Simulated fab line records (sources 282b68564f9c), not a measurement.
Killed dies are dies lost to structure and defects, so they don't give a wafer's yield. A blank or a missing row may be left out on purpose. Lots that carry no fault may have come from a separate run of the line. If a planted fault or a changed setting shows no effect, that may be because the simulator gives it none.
fab line records :: flow rit-cmos
record:
  lots: 5
  wafers: 15
  last-day: 7
route steps=202 shown PLDD@118 SPACER@125 NSD@131 M1@202
lots with no fault: from the same line, run without faults
start-h: the number of hours between the record's first day and the start of the first shown wafer of the lot :: wait-h: how many hours have passed since the lot's step before this one :: " unchanged from the row above :: L1.1+2: a single row standing in for several wafers :: - value missing, or start not given :: * or withheld: withheld :: < > ~ a bound
route shown NAME@n: NAME is a module with steps in the file, n the number in the route of the first one :: usual: the fault-free wafers' mean and standard deviation :: same: alike in all rows :: chamber/n: place in a boat :: sites: per-site readings :: _std_site: their standard deviation :: _edge_site: mean of outer sites minus mean of inner sites :: radius-mm: for every site, how far away it sits from the centre of the wafer :: mask NAME#n: copy n :: behind: the tool/chamber that last shaped the wafer :: hold: why the lot was held/for how many hours/how that ended :: device: which transistor (n, p or np) failed to switch :: end of line: at the end of the route, the tests of the same wafers :: step lacking rows: just its recipe :: killed: the dies lost at the first sort to structure and to defects; this is not the yield of the wafer :: map: shows each die of a wafer: x if killed, . if not, _ if none is there
set.NAME: the setting as run; set.NAME@STEP: as run at that earlier step :: model.NAME: the simulator's own value behind a step, which no gauge read
lots seen at some steps along the route; tables by step, rows by wafer
services: when a tool's chamber went out of use (start-h, in hours from the record's first day, below 0 if earlier), for how many hours, and the reason
== steps ==
step: RIT_PLDD_PEB_04
recipe:
  resist: NOVOLAK
  temp-c: withheld
  time-s: withheld
step: RIT_PLDD_DEVELOP_05
recipe:
  resist: NOVOLAK
  develop-time-s: 50
  dev-temp-c: 23
step: RIT_PLDD_OVL_MEAS_06
usual:
  PLDD_OVL: 0.0/1.2
lot.wafer: L133.2
tool: overlay-02
chamber: -
start-h: 48.29
wait-h: -
PLDD_OVL[nm]: -2.1

lot.wafer: L133.4
tool: overlay-02
chamber: -
start-h: 48.29
wait-h: -
PLDD_OVL[nm]: -1.7

lot.wafer: L133.5
tool: overlay-02
chamber: -
start-h: 48.29
wait-h: -
PLDD_OVL[nm]: -2.5

lot.wafer: L134.3
tool: overlay-02
chamber: -
start-h: 56.02
wait-h: -
PLDD_OVL[nm]: -0.7

lot.wafer: L134.5
tool: overlay-02
chamber: -
start-h: 56.02
wait-h: -
PLDD_OVL[nm]: 1.1

lot.wafer: L134.6
tool: overlay-02
chamber: -
start-h: 56.02
wait-h: -
PLDD_OVL[nm]: 0.8

lot.wafer: L136.2
tool: overlay-01
chamber: -
start-h: 64.68
wait-h: -
PLDD_OVL[nm]: 0.0

lot.wafer: L136.3
tool: overlay-01
chamber: -
start-h: 64.68
wait-h: -
PLDD_OVL[nm]: 0.9

lot.wafer: L136.4
tool: overlay-01
chamber: -
start-h: 64.68
wait-h: -
PLDD_OVL[nm]: 0.8

lot.wafer: L138.2
tool: overlay-02
chamber: -
start-h: 76.03
wait-h: -
PLDD_OVL[nm]: -1.2

lot.wafer: L138.4
tool: overlay-02
chamber: -
start-h: 76.03
wait-h: -
PLDD_OVL[nm]: -0.5

lot.wafer: L138.5
tool: overlay-02
chamber: -
start-h: 76.03
wait-h: -
PLDD_OVL[nm]: -0.4

lot.wafer: L153.1
tool: overlay-02
chamber: -
start-h: 152.85
wait-h: -
PLDD_OVL[nm]: -0.1

lot.wafer: L153.3
tool: overlay-02
chamber: -
start-h: 152.85
wait-h: -
PLDD_OVL[nm]: -0.3

lot.wafer: L153.4
tool: overlay-02
chamber: -
start-h: 152.85
wait-h: -
PLDD_OVL[nm]: -0.1
step: RIT_PLDD_HARDBAKE_07
recipe:
  resist: NOVOLAK
  temp-c: 140
  time-s: 60
step: RIT_PLDD_IMPLANT_08
recipe:
  species: BF2
  energy-kev: 20
  dose-cm2: 9e+14
  tilt-deg: 7
step: RIT_PLDD_STRIP_09
recipe:
  chemistry: O2
  time-s: 180
  resist: NOVOLAK
  platen-temp-c: withheld
  power-w: 500
  pressure-mtorr: 4000
  o2-flow-sccm: 4000
usual:
  drypump-motor-current-A: 5.6/0.38
lot.wafer: L133.2
tool: plasma-asher-02
chamber: 1
start-h: 48.62
wait-h: 0.1
drypump-motor-current-A: 5.5
rf-hours-counter-h: 39

lot.wafer: L133.4
tool: plasma-asher-02
chamber: 1
start-h: 48.62
wait-h: 0.1
drypump-motor-current-A: 5.4
rf-hours-counter-h: -

lot.wafer: L133.5
tool: plasma-asher-02
chamber: 0
start-h: 48.62
wait-h: 0.1
drypump-motor-current-A: 6.4
rf-hours-counter-h: -

lot.wafer: L134.3
tool: plasma-asher-03
chamber: 1
start-h: 56.43
wait-h: 0.1
drypump-motor-current-A: 5.4
rf-hours-counter-h: -

lot.wafer: L134.5
tool: plasma-asher-03
chamber: 0
start-h: 56.43
wait-h: 0.1
drypump-motor-current-A: 5.6
rf-hours-counter-h: -

lot.wafer: L134.6
tool: plasma-asher-03
chamber: 1
start-h: 56.43
wait-h: 0.1
drypump-motor-current-A: 5.3
rf-hours-counter-h: -

lot.wafer: L136.2
tool: plasma-asher-01
chamber: 1
start-h: 65.01
wait-h: 0.1
drypump-motor-current-A: 5.4
rf-hours-counter-h: 42

lot.wafer: L136.3
tool: plasma-asher-01
chamber: 0
start-h: 65.01
wait-h: 0.1
drypump-motor-current-A: 5.4
rf-hours-counter-h: -

lot.wafer: L136.4
tool: plasma-asher-01
chamber: 1
start-h: 65.01
wait-h: 0.1
drypump-motor-current-A: 5.4
rf-hours-counter-h: -

lot.wafer: L138.2
tool: plasma-asher-03
chamber: 1
start-h: 76.36
wait-h: 0.1
drypump-motor-current-A: 5.3
rf-hours-counter-h: 44

lot.wafer: L138.4
tool: plasma-asher-03
chamber: 1
start-h: 76.36
wait-h: 0.1
drypump-motor-current-A: 5.3
rf-hours-counter-h: -

lot.wafer: L138.5
tool: plasma-asher-03
chamber: 1
start-h: 76.36
wait-h: 0.1
drypump-motor-current-A: 5.3
rf-hours-counter-h: -

lot.wafer: L153.1
tool: plasma-asher-02
chamber: 0
start-h: 153.18
wait-h: 0.1
drypump-motor-current-A: 6.4
rf-hours-counter-h: 50

lot.wafer: L153.3
tool: plasma-asher-02
chamber: 1
start-h: 153.18
wait-h: 0.1
drypump-motor-current-A: 5.5
rf-hours-counter-h: -

lot.wafer: L153.4
tool: plasma-asher-02
chamber: 0
start-h: 153.18
wait-h: 0.1
drypump-motor-current-A: 6.4
rf-hours-counter-h: -
step: RIT_PLDD_TW_MEAS_10
usual:
  PLDD_TW: 2344/38
lot.wafer: L133.2
tool: film-metro-04
chamber: -
start-h: 48.81
wait-h: 0.1
PLDD_TW: 2300

lot.wafer: L133.4
tool: film-metro-04
chamber: -
start-h: 48.81
wait-h: 0.1
PLDD_TW: 2311

lot.wafer: L133.5
tool: film-metro-04
chamber: -
start-h: 48.81
wait-h: 0.1
PLDD_TW: 2306

lot.wafer: L134.3
tool: film-metro-04
chamber: -
start-h: 56.56
wait-h: 0.1
PLDD_TW: 2307

lot.wafer: L134.5
tool: film-metro-04
chamber: -
start-h: 56.56
wait-h: 0.1
PLDD_TW: 2312

lot.wafer: L134.6
tool: film-metro-04
chamber: -
start-h: 56.56
wait-h: 0.1
PLDD_TW: 2306

lot.wafer: L136.2
tool: film-metro-01
chamber: -
start-h: 65.20
wait-h: 0.1
PLDD_TW: 2375

lot.wafer: L136.3
tool: film-metro-01
chamber: -
start-h: 65.20
wait-h: 0.1
PLDD_TW: 2377

lot.wafer: L136.4
tool: film-metro-01
chamber: -
start-h: 65.20
wait-h: 0.1
PLDD_TW: 2367

lot.wafer: L138.2
tool: film-metro-01
chamber: -
start-h: 76.54
wait-h: 0.1
PLDD_TW: 2369

lot.wafer: L138.4
tool: film-metro-01
chamber: -
start-h: 76.54
wait-h: 0.1
PLDD_TW: 2370

lot.wafer: L138.5
tool: film-metro-01
chamber: -
start-h: 76.54
wait-h: 0.1
PLDD_TW: 2387

lot.wafer: L153.1
tool: film-metro-01
chamber: -
start-h: 153.36
wait-h: 0.1
PLDD_TW: 2382

lot.wafer: L153.3
tool: film-metro-01
chamber: -
start-h: 153.36
wait-h: 0.1
PLDD_TW: 2389

lot.wafer: L153.4
tool: film-metro-01
chamber: -
start-h: 153.36
wait-h: 0.1
PLDD_TW: 2390
step: RIT_SPACER_CLEAN_00
recipe:
  chemistry: SC1
  mix: 3:3:50
  time-s: 600
  temp-c: 75
step: RIT_SPACER_CLEAN_01
recipe:
  chemistry: dHF
  dilution: 50:1
  time-s: 30
step: RIT_SPACER_CLEAN_02
recipe:
  chemistry: SC2
  mix: 3:3:50
  time-s: 600
  temp-c: 75
  dry: n2-spin
step: RIT_SPACER_CVD_03
recipe:
  material: Si3N4
  target-thk-nm: 250
  temp-c: 810
  precursor: SiH2Cl2/NH3
  time-s: 3300
  pressure-mtorr: 300
  sih2cl2-flow-sccm: 61.17
  nh3-flow-sccm: 150
step: RIT_SPACER_THK_MEAS_04
recipe:
  reads: Si3N4_of_SPACER_CVD_03
usual:
  SPACER_NITRIDE_THK: 252.8/2.3
lot.wafer: L133.2
tool: film-metro-01
chamber: -
start-h: 53.27
wait-h: 0.0
SPACER_NITRIDE_THK[nm]: 247.7

lot.wafer: L133.4
tool: film-metro-01
chamber: -
start-h: 53.27
wait-h: 0.0
SPACER_NITRIDE_THK[nm]: 248.9

lot.wafer: L133.5
tool: film-metro-01
chamber: -
start-h: 53.27
wait-h: 0.0
SPACER_NITRIDE_THK[nm]: 248.8

lot.wafer: L134.3
tool: film-metro-02
chamber: -
start-h: 59.02
wait-h: 0.0
SPACER_NITRIDE_THK[nm]: 254.0

lot.wafer: L134.5
tool: film-metro-02
chamber: -
start-h: 59.02
wait-h: 0.0
SPACER_NITRIDE_THK[nm]: 256.0

lot.wafer: L134.6
tool: film-metro-02
chamber: -
start-h: 59.02
wait-h: 0.0
SPACER_NITRIDE_THK[nm]: 257.2

lot.wafer: L136.2
tool: film-metro-01
chamber: -
start-h: 68.50
wait-h: 0.0
SPACER_NITRIDE_THK[nm]: 256.2

lot.wafer: L136.3
tool: film-metro-01
chamber: -
start-h: 68.50
wait-h: 0.0
SPACER_NITRIDE_THK[nm]: 254.0

lot.wafer: L136.4
tool: film-metro-01
chamber: -
start-h: 68.50
wait-h: 0.0
SPACER_NITRIDE_THK[nm]: 256.4

lot.wafer: L138.2
tool: film-metro-02
chamber: -
start-h: 78.89
wait-h: 0.0
SPACER_NITRIDE_THK[nm]: 254.7

lot.wafer: L138.4
tool: film-metro-02
chamber: -
start-h: 78.89
wait-h: 0.0
SPACER_NITRIDE_THK[nm]: 254.1

lot.wafer: L138.5
tool: film-metro-02
chamber: -
start-h: 78.89
wait-h: 0.0
SPACER_NITRIDE_THK[nm]: 254.9

lot.wafer: L153.1
tool: film-metro-02
chamber: -
start-h: 156.69
wait-h: 0.0
SPACER_NITRIDE_THK[nm]: 254.4

lot.wafer: L153.3
tool: film-metro-02
chamber: -
start-h: 156.69
wait-h: 0.0
SPACER_NITRIDE_THK[nm]: 254.1

lot.wafer: L153.4
tool: film-metro-02
chamber: -
start-h: 156.69
wait-h: 0.0
SPACER_NITRIDE_THK[nm]: 253.5
step: RIT_SPACER_ETCHBACK_05
recipe:
  target-depth-a: 2500
  SF6_flow_sccm: 30
  CHF3_flow_sccm: 30
  target: Si3N4
  chemistry: SF6/CHF3
  pressure-mtorr: 40
  rf-w: 250
  time-s: 240
  stop-on: SiO2
usual:
  CHF3_flow_sccm: 30.00/0.089
  drypump-motor-current-A: 5.7/0.4
  oes-product-au: 0.847/0.017
  rf-fwd-power-W: 249.2/0.8
  throttle-valve-pct: 10.20/0.12
lot.wafer: L133.2
tool: rie-diel-02
chamber: 0
start-h: 53.32
wait-h: 0.0
CHF3_flow_sccm: 30.17
drypump-motor-current-A: 5.8
oes-product-au: 0.822
rf-fwd-power-W: 248.2
rf-hours-counter-h: 135
throttle-valve-pct: 10.35
model.etch.depth-nm: 247.6
model.poly-Si_of_GATE_CVD_08.thk-nm: 166.9
model.Si3N4_of_SPACER_CVD_03.thk-nm: 194.6

lot.wafer: L133.4
tool: rie-diel-02
chamber: 3
start-h: 53.32
wait-h: 0.0
CHF3_flow_sccm: 30.07
drypump-motor-current-A: 6.4
oes-product-au: 0.817
rf-fwd-power-W: 249.8
rf-hours-counter-h: 144
throttle-valve-pct: 10.37
model.etch.depth-nm: 249
model.poly-Si_of_GATE_CVD_08.thk-nm: 167.6
model.Si3N4_of_SPACER_CVD_03.thk-nm: 195.3

lot.wafer: L133.5
tool: rie-diel-02
chamber: 1
start-h: 53.32
wait-h: 0.0
CHF3_flow_sccm: 30.10
drypump-motor-current-A: 5.3
oes-product-au: 0.853
rf-fwd-power-W: 249.0
rf-hours-counter-h: -
throttle-valve-pct: 10.21
model.etch.depth-nm: 248.6
model.poly-Si_of_GATE_CVD_08.thk-nm: 167.2
model.Si3N4_of_SPACER_CVD_03.thk-nm: 194.6

lot.wafer: L134.3
tool: rie-diel-02
chamber: 0
start-h: 59.06
wait-h: 0.0
CHF3_flow_sccm: 30.12
drypump-motor-current-A: 5.8
oes-product-au: 0.833
rf-fwd-power-W: 248.5
rf-hours-counter-h: 135
throttle-valve-pct: 10.35
model.etch.depth-nm: 253.8
model.poly-Si_of_GATE_CVD_08.thk-nm: 166.1
model.Si3N4_of_SPACER_CVD_03.thk-nm: 198.6

lot.wafer: L134.5
tool: rie-diel-02
chamber: 1
start-h: 59.06
wait-h: 0.0
CHF3_flow_sccm: 29.99
drypump-motor-current-A: 5.3
oes-product-au: 0.874
rf-fwd-power-W: 248.0
rf-hours-counter-h: -
throttle-valve-pct: 10.22
model.etch.depth-nm: 256.1
model.poly-Si_of_GATE_CVD_08.thk-nm: 164.9
model.Si3N4_of_SPACER_CVD_03.thk-nm: 200.5

lot.wafer: L134.6
tool: rie-diel-02
chamber: 0
start-h: 59.06
wait-h: 0.0
CHF3_flow_sccm: 30.14
drypump-motor-current-A: 5.8
oes-product-au: 0.837
rf-fwd-power-W: 248.9
rf-hours-counter-h: -
throttle-valve-pct: 10.36
model.etch.depth-nm: 257.4
model.poly-Si_of_GATE_CVD_08.thk-nm: 163.8
model.Si3N4_of_SPACER_CVD_03.thk-nm: 201.3

lot.wafer: L136.2
tool: rie-diel-03
chamber: 2
start-h: 68.55
wait-h: 0.0
CHF3_flow_sccm: 30.07
drypump-motor-current-A: 5.7
oes-product-au: 0.861
rf-fwd-power-W: 247.5
rf-hours-counter-h: 3
throttle-valve-pct: 10.21
model.etch.depth-nm: 256.1
model.poly-Si_of_GATE_CVD_08.thk-nm: 171.4
model.Si3N4_of_SPACER_CVD_03.thk-nm: 201

lot.wafer: L136.3
tool: rie-diel-03
chamber: 1
start-h: 68.55
wait-h: 0.0
CHF3_flow_sccm: 29.83
drypump-motor-current-A: 5.2
oes-product-au: 0.853
rf-fwd-power-W: 249.2
rf-hours-counter-h: 158
throttle-valve-pct: 10.07
model.etch.depth-nm: 254.1
model.poly-Si_of_GATE_CVD_08.thk-nm: 171.6
model.Si3N4_of_SPACER_CVD_03.thk-nm: 199.1

lot.wafer: L136.4
tool: rie-diel-03
chamber: 3
start-h: 68.55
wait-h: 0.0
CHF3_flow_sccm: 29.89
drypump-motor-current-A: 6.0
oes-product-au: 0.865
rf-fwd-power-W: 249.5
rf-hours-counter-h: 3
throttle-valve-pct: 10.05
model.etch.depth-nm: 256.5
model.poly-Si_of_GATE_CVD_08.thk-nm: 173.2
model.Si3N4_of_SPACER_CVD_03.thk-nm: 202.9

lot.wafer: L138.2
tool: rie-diel-02
chamber: 2
start-h: 78.94
wait-h: 0.0
CHF3_flow_sccm: 30.00
drypump-motor-current-A: 5.5
oes-product-au: 0.874
rf-fwd-power-W: 248.5
rf-hours-counter-h: 144
throttle-valve-pct: 10.09
model.etch.depth-nm: 254.5
model.poly-Si_of_GATE_CVD_08.thk-nm: 169
model.Si3N4_of_SPACER_CVD_03.thk-nm: 198.4

lot.wafer: L138.4
tool: rie-diel-02
chamber: 0
start-h: 78.94
wait-h: 0.0
CHF3_flow_sccm: 30.11
drypump-motor-current-A: 5.8
oes-product-au: 0.734
rf-fwd-power-W: 249.8
rf-hours-counter-h: 135
throttle-valve-pct: 10.33
model.etch.depth-nm: 209.9
model.poly-Si_of_GATE_CVD_08.thk-nm: 191.1
model.Si3N4_of_SPACER_CVD_03.thk-nm: 217.3

lot.wafer: L138.5
tool: rie-diel-02
chamber: 3
start-h: 78.94
wait-h: 0.0
CHF3_flow_sccm: 30.01
drypump-motor-current-A: 6.3
oes-product-au: 0.842
rf-fwd-power-W: 250.1
rf-hours-counter-h: -
throttle-valve-pct: 10.37
model.etch.depth-nm: 255.1
model.poly-Si_of_GATE_CVD_08.thk-nm: 167.4
model.Si3N4_of_SPACER_CVD_03.thk-nm: 199.5

lot.wafer: L153.1
tool: rie-diel-04
chamber: 1
start-h: 156.75
wait-h: 0.1
CHF3_flow_sccm: 29.96
drypump-motor-current-A: 5.6
oes-product-au: 0.854
rf-fwd-power-W: 249.7
rf-hours-counter-h: 80
throttle-valve-pct: 10.01
model.etch.depth-nm: 254.3
model.poly-Si_of_GATE_CVD_08.thk-nm: 169.5
model.Si3N4_of_SPACER_CVD_03.thk-nm: 200.4

lot.wafer: L153.3
tool: rie-diel-04
chamber: 0
start-h: 156.75
wait-h: 0.1
CHF3_flow_sccm: 30.00
drypump-motor-current-A: 5.3
oes-product-au: 0.830
rf-fwd-power-W: 251.0
rf-hours-counter-h: 114
throttle-valve-pct: 10.24
model.etch.depth-nm: 254
model.poly-Si_of_GATE_CVD_08.thk-nm: 166.7
model.Si3N4_of_SPACER_CVD_03.thk-nm: 199.7

lot.wafer: L153.4
tool: rie-diel-04
chamber: 2
start-h: 156.75
wait-h: 0.1
CHF3_flow_sccm: 30.01
drypump-motor-current-A: 6.3
oes-product-au: 0.853
rf-fwd-power-W: 248.9
rf-hours-counter-h: 8
throttle-valve-pct: 10.35
model.etch.depth-nm: 253.6
model.poly-Si_of_GATE_CVD_08.thk-nm: 165.4
model.Si3N4_of_SPACER_CVD_03.thk-nm: 199.2
step: RIT_NSD_HMDS_00
recipe:
  prime-time-s: 60
  prime-temp-c: 140
step: RIT_M1_PROBE_99
usual:
  killed-at-contacts: 0.1/0.34
  killed-at-front-end: 6.6/2.7
  killed-dies: 6.7/2.7
  killed-on-rim: 1.8/1.3
  killed-open: 3.5/1.9
  killed-short: 3.1/1.8
same:
  gross-dies: 264
  killed_at_M0_to_M3: 0
  killed_at_M4_up: 0
  killed-at-back-side: 0
  killed-at-other: 0
lot.wafer: L133.2
tool: prober-02
chamber: -
start-h: 64.37
wait-h: 0.1
hold: -
killed-at-contacts: 0
killed-at-front-end: 9
killed-dies: 9
killed-on-rim: 3
killed-open: 8
killed-short: 1

lot.wafer: L133.4
tool: prober-02
chamber: -
start-h: 64.47
wait-h: 0.2
hold: -
killed-at-contacts: 0
killed-at-front-end: 3
killed-dies: 3
killed-on-rim: 0
killed-open: 0
killed-short: 3

lot.wafer: L133.5
tool: prober-02
chamber: -
start-h: 64.52
wait-h: 0.2
hold: -
killed-at-contacts: 0
killed-at-front-end: 8
killed-dies: 8
killed-on-rim: 3
killed-open: 5
killed-short: 3

lot.wafer: L134.3
tool: prober-01
chamber: -
start-h: 70.62
wait-h: 0.2
hold: -
killed-at-contacts: 1
killed-at-front-end: 4
killed-dies: 5
killed-on-rim: 1
killed-open: 3
killed-short: 2

lot.wafer: L134.5
tool: prober-01
chamber: -
start-h: 70.72
wait-h: 0.2
hold: -
killed-at-contacts: 0
killed-at-front-end: 1
killed-dies: 1
killed-on-rim: 0
killed-open: 0
killed-short: 1

lot.wafer: L134.6
tool: prober-01
chamber: -
start-h: 70.77
wait-h: 0.2
hold: -
killed-at-contacts: 0
killed-at-front-end: 11
killed-dies: 11
killed-on-rim: 4
killed-open: 6
killed-short: 5

lot.wafer: L136.2
tool: prober-01
chamber: -
start-h: 79.37
wait-h: 0.1
hold: -
killed-at-contacts: 0
killed-at-front-end: 7
killed-dies: 7
killed-on-rim: 0
killed-open: 4
killed-short: 3

lot.wafer: L136.3
tool: prober-01
chamber: -
start-h: 79.42
wait-h: 0.2
hold: -
killed-at-contacts: 0
killed-at-front-end: 7
killed-dies: 7
killed-on-rim: 2
killed-open: 3
killed-short: 4

lot.wafer: L136.4
tool: prober-01
chamber: -
start-h: 79.47
wait-h: 0.2
hold: -
killed-at-contacts: 0
killed-at-front-end: 7
killed-dies: 7
killed-on-rim: 1
killed-open: 4
killed-short: 3

lot.wafer: L138.2
tool: prober-01
chamber: -
start-h: 90.29
wait-h: 0.1
hold: await-dispo/4.5h/release
killed-at-contacts: 0
killed-at-front-end: 4
killed-dies: 4
killed-on-rim: 1
killed-open: 2
killed-short: 2

lot.wafer: L138.4
tool: prober-01
chamber: -
start-h: 90.39
wait-h: 0.2
hold: await-dispo/4.5h/release
killed-at-contacts: 0
killed-at-front-end: 264
killed-dies: 264
killed-on-rim: 70
killed-open: 4
killed-short: 3

lot.wafer: L138.5
tool: prober-01
chamber: -
start-h: 90.44
wait-h: 0.2
hold: await-dispo/4.5h/release
killed-at-contacts: 0
killed-at-front-end: 1
killed-dies: 1
killed-on-rim: 1
killed-open: 1
killed-short: 0

lot.wafer: L153.1
tool: prober-02
chamber: -
start-h: 168.20
wait-h: 0.1
hold: -
killed-at-contacts: 0
killed-at-front-end: 8
killed-dies: 8
killed-on-rim: 2
killed-open: 4
killed-short: 4

lot.wafer: L153.3
tool: prober-02
chamber: -
start-h: 168.30
wait-h: 0.2
hold: -
killed-at-contacts: 0
killed-at-front-end: 7
killed-dies: 7
killed-on-rim: 2
killed-open: 5
killed-short: 2

lot.wafer: L153.4
tool: prober-02
chamber: -
start-h: 168.35
wait-h: 0.2
hold: -
killed-at-contacts: 0
killed-at-front-end: 3
killed-dies: 3
killed-on-rim: 0
killed-open: 2
killed-short: 1
killed by level:class
L133.2 GATE:geometric-particle:open=4 ACTIVE:geometric-particle:open=1 FOX1:geometric-particle:open=1 FOX2:geometric-particle:open=1 REOX:geometric-particle:open=1 SPACER:geometric-particle:short=1
L133.4 SPACER:geometric-particle:short=3
L133.5 GATE:geometric-particle:short=2 SPACER:geometric-particle:open=2 FOX2:geometric-particle:open=1 GATE:geometric-particle:open=1 REOX:geometric-particle:open=1 REOX:geometric-particle:short=1
L134.3 REOX:geometric-particle:open=2 GATE:geometric-particle:open=1 SILICIDE:geometric-particle:short=1 CONTACT:geometric-particle:short=1
L134.5 GATE:geometric-particle:short=1
L134.6 SPACER:geometric-particle:open=3 SILICIDE:geometric-particle:short=2 FOX1:geometric-particle:short=1 GATE:geometric-particle:short=1 GATE:geometric-particle:open=1 REOX:geometric-particle:short=1 REOX:geometric-particle:open=1 SILICIDE:geometric-particle:open=1
L136.2 FOX1:geometric-particle:open=2 FOX1:geometric-particle:short=1 GATE:geometric-particle:short=1 GATE:geometric-particle:open=1 REOX:geometric-particle:short=1 SPACER:geometric-particle:open=1
L136.3 SILICIDE:geometric-particle:short=2 GATE:geometric-particle:open=1 REOX:geometric-particle:open=1 REOX:geometric-particle:short=1 SPACER:geometric-particle:short=1 SILICIDE:geometric-particle:open=1
L136.4 FOX1:geometric-particle:open=2 FOX1:geometric-particle:short=1 GATE:geometric-particle:open=1 SPACER:geometric-particle:short=1 SILICIDE:geometric-particle:open=1 SILICIDE:geometric-particle:short=1
L138.2 GATE:geometric-particle:short=2 FOX2:geometric-particle:open=1 REOX:geometric-particle:open=1
L138.4 SPACER:area-etchback=257 GATE:geometric-particle:short=3 GATE:geometric-particle:open=3 SILICIDE:geometric-particle:open=1
L138.5 SILICIDE:geometric-particle:open=1
L153.1 GATE:geometric-particle:open=4 GATE:geometric-particle:short=3 FOX2:geometric-particle:short=1
L153.3 FOX2:geometric-particle:open=2 GATE:geometric-particle:open=2 REOX:geometric-particle:short=2 SPACER:geometric-particle:open=1
L153.4 GATE:geometric-particle:open=1 REOX:geometric-particle:open=1 REOX:geometric-particle:short=1
map L138.4 (x killed, . not)
________xxxxxxx_______
_____xxxxxxxxxxxxx____
____xxxxxxxxxxxxxxx___
___xxxxxxxxxxxxxxxxx__
__xxxxxxxxxxxxxxxxxxx_
__xxxxxxxxxxxxxxxxxxx_
_xxxxxxxxxxxxxxxxxxxxx
_xxxxxxxxxxxxxxxxxxxxx
_xxxxxxxxxxxxxxxxxxxxx
_xxxxxxxxxxxxxxxxxxxxx
__xxxxxxxxxxxxxxxxxxx_
__xxxxxxxxxxxxxxxxxxx_
___xxxxxxxxxxxxxxxxx__
____xxxxxxxxxxxxxxx___
_____xxxxxxxxxxxxx____
________xxxxxxx_______
map L134.6 (x killed, . not)
________......._______
_____....x.....x..____
____x.x............___
___.................__
__..................._
__..................._
_.x............x......
_.....................
_.....................
_.....................
__.........x........._
__....x..x..........._
___.................__
____...............___
_____x.....x......____
________......._______
== services ==
tool: rie-diel-04
chamber: 0
start-h: 25.28
hours: 4.8
kind: repair

tool: rie-diel-02
chamber: 1
start-h: 35.49
hours: 3.8
kind: repair

tool: rie-diel-02
chamber: 2
start-h: 63.37
hours: 2.7
kind: repair

tool: rie-diel-03
chamber: 0
start-h: 71.75
hours: 2.1
kind: repair

tool: rie-diel-03
chamber: -
start-h: 82.90
hours: 2.8
kind: pm

tool: rie-diel-04
chamber: 2
start-h: 85.69
hours: 40.9
kind: repair

tool: rie-diel-04
chamber: 1
start-h: 93.01
hours: 11.3
kind: repair

tool: rie-diel-03
chamber: 1
start-h: 103.93
hours: -
kind: clean

tool: rie-diel-03
chamber: 1
start-h: 103.93
hours: 17.7
kind: scheduled-down

tool: rie-diel-03
chamber: 1
start-h: 103.93
hours: 17.7
kind: vent-cycle

tool: plasma-asher-01
chamber: -
start-h: 105.73
hours: 1.2
kind: repair

tool: plasma-asher-01
chamber: -
start-h: 108.75
hours: 9.0
kind: pm

tool: plasma-asher-01
chamber: 0
start-h: 108.75
hours: 9.0
kind: vent-cycle

tool: plasma-asher-01
chamber: 1
start-h: 108.75
hours: 9.0
kind: vent-cycle

tool: plasma-asher-01
chamber: 0
start-h: 117.75
hours: -
kind: clean

tool: plasma-asher-01
chamber: 1
start-h: 117.75
hours: -
kind: clean

tool: rie-diel-04
chamber: 2
start-h: 138.04
hours: 3.8
kind: repair

tool: rie-diel-03
chamber: 1
start-h: 138.49
hours: 2.7
kind: repair
== key ==
first-sign:
  step: RIT_SPACER_ETCHBACK_05
  reading: oes-product-au
  direction: down
  sigmas: 6.8
  usual: 0.847
  struck: 0.734
effect:
  step: RIT_M1_PROBE_99
  reading: killed-at-front-end
  direction: up
  sigmas: 95
  usual: 6.6
  struck: 264
model-effect:
  step: RIT_SPACER_ETCHBACK_05
  value: etch.depth-nm
  without: 254.2
  struck: 209.9
more-kills-born-at:
  RIT_SPACER_ETCHBACK_05@rie-diel-02: 257
met-at RIT_SPACER_ETCHBACK_05
struck-wafers L138.4
later-rows-left-out L138.4
tester-left-out L138
onset-between 59.06 78.94
fault:
  kind: process-parameter-drift
  tool: rie-diel-02
  chamber: 0
  onset-h: 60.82
  steps: RIT_SPACER_ETCHBACK_05
  channel: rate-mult
  offset: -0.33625
  shape: step
  end-h: 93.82
tester-left-out: of these lots the tester's yield and bins aren't shown, on N5 and GAA mostly nor the transistor test; their killed dies are dies lost to structure and defects alone, not to doping, threshold or leakage, so they don't give the yield
later-rows-left-out: the simulator's readings of these wafers behind a module that went badly wrong aren't trusted and aren't shown, but for the sort
